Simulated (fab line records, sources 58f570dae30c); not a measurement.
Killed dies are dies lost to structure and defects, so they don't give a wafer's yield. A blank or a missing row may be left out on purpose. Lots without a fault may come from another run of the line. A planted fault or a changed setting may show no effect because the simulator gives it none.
Chamber matching | flow berkeley_cmos170 | UCB170_V1_CMP_02 on cmp-02: 4 sister chambers
The step polishes SiO2. 4 wafers are shown with their chamber, then 11 later ones without.

WAFERS WITH THEIR CHAMBER
wafer  | chamber | motor_current_A (A)
L632.5 | 2       | 15.3
L635.2 | 3       | 18.5
L635.6 | 0       | 18.7
L637.1 | 1       | 17.8

WAFERS WITHOUT THEIR CHAMBER
wafer  | motor_current_A (A)
L637.4 | 18.4
L637.5 | 17.6
L642.1 | 17.5
L642.3 | 18.7
L642.4 | 18.5
L644.1 | 19.4
L644.2 | 14.8
L644.6 | 15.1
L645.1 | 18.4
L645.2 | 18.7
L645.6 | 18.5

WHICH CHAMBER EACH WENT THROUGH
wafer  | from the rows above          | in truth
L637.4 | can't be placed: 3 or 0 or 1 | 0
L637.5 | 1                            | 1
L642.1 | 1                            | 1
L642.3 | can't be placed: 0 or 3      | 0
L642.4 | can't be placed: 3 or 0      | 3
L644.1 | can't be placed: 0 or 3      | 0
L644.2 | 2                            | 2
L644.6 | 2                            | 2
L645.1 | can't be placed: 3 or 0 or 1 | 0
L645.2 | can't be placed: 0 or 3      | 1
L645.6 | can't be placed: 3 or 0      | 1
Placed correctly: 4 of 11. Can't be placed from these rows: 7 (the true chamber is among the candidates in 5). Placed wrongly: 0.
How it was worked out, from the rows above alone: a wafer's distance from a chamber is the root of the sum, over the readings, of the square of ((its reading less the chamber's mean) divided by the reading's scatter). The wafer belongs to the nearest chamber; if the next one is less than 2 further off, it can't be placed. A chamber's mean is the mean of its shown wafers. The scatter: with one shown wafer a chamber, the root of the mean of the squares of how far each hidden wafer lies from its nearest shown one.
